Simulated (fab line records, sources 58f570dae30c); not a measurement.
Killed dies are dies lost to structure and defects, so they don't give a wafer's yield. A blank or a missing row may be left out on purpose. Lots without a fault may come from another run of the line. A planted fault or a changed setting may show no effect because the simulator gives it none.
One fault seen from 2 desks | flow berkeley_cmos170 | each desk has only its own numbers; what lay behind them comes last

THE METROLOGY DESK
What the gauges read, lot by lot, whatever tool the lot ran on: means of the sampled wafers that have a number. A lot is out of limits, marked OUT, if its mean lies more than 4 standard deviations from the usual mean; the brackets give that distance.
Columns: A = cd_nm at UCB170_NSD_CD_MEAS_06, usual 1199.8 nm; B = NSD_OVL at UCB170_NSD_OVL_MEAS_07, usual 1 nm; C = NSD_TW at UCB170_NSD_TW_MEAS_10, usual 4235
lot  | first seen here | A      | B  | C
L603 | day 7 06:49     | 1199.6 | -6 | 4172
L606 | day 7 21:46     | 1199.4 | 2  | 4176
L611 | day 8 04:09     | 1196.3 | 4  | 4242
L610 | day 8 04:19     | 1200.8 | -5 | 4164
L613 | day 8 20:28     | 1200.6 | 3  | 4243
L625 | day 10 22:43    | 1200.4 | -9 | 4198
This desk's finding: nothing out of limits on any of the 6 lots.

THE TOOL OWNER'S DESK: plasma_asher-01
The tool's own readings at UCB170_BACKSIDE_STRIP_03 (strips in O2): means of the sampled wafers that have a number, for each lot that ran on this tool. A lot is out of limits, marked OUT, if its mean lies more than 4 standard deviations from the usual mean; the brackets give that distance.
Columns: A = chamber_pressure_mTorr at UCB170_BACKSIDE_STRIP_03, usual 3500 mTorr; B = drypump_motor_current_A at UCB170_BACKSIDE_STRIP_03, usual 6.1 A; C = oes_product_au at UCB170_BACKSIDE_STRIP_03, usual 0.734 a.u.; D = strip_time_to_endpoint_s at UCB170_BACKSIDE_STRIP_03, usual 21.98 s
lot  | first seen here | A    | B   | C     | D
L603 | day 7 08:29     | 3502 | 6.1 | 0.733 | 21.89
L625 | day 11 00:26    | 3499 | 6.0 | 0.734 | 21.86
This desk's finding: nothing out of limits on any of the 2 lots.

PUT TOGETHER
The metrology desk saw nothing out of limits.
The tool owner's desk saw nothing out of limits.

WHAT THE SIMULATOR HAD PUT IN
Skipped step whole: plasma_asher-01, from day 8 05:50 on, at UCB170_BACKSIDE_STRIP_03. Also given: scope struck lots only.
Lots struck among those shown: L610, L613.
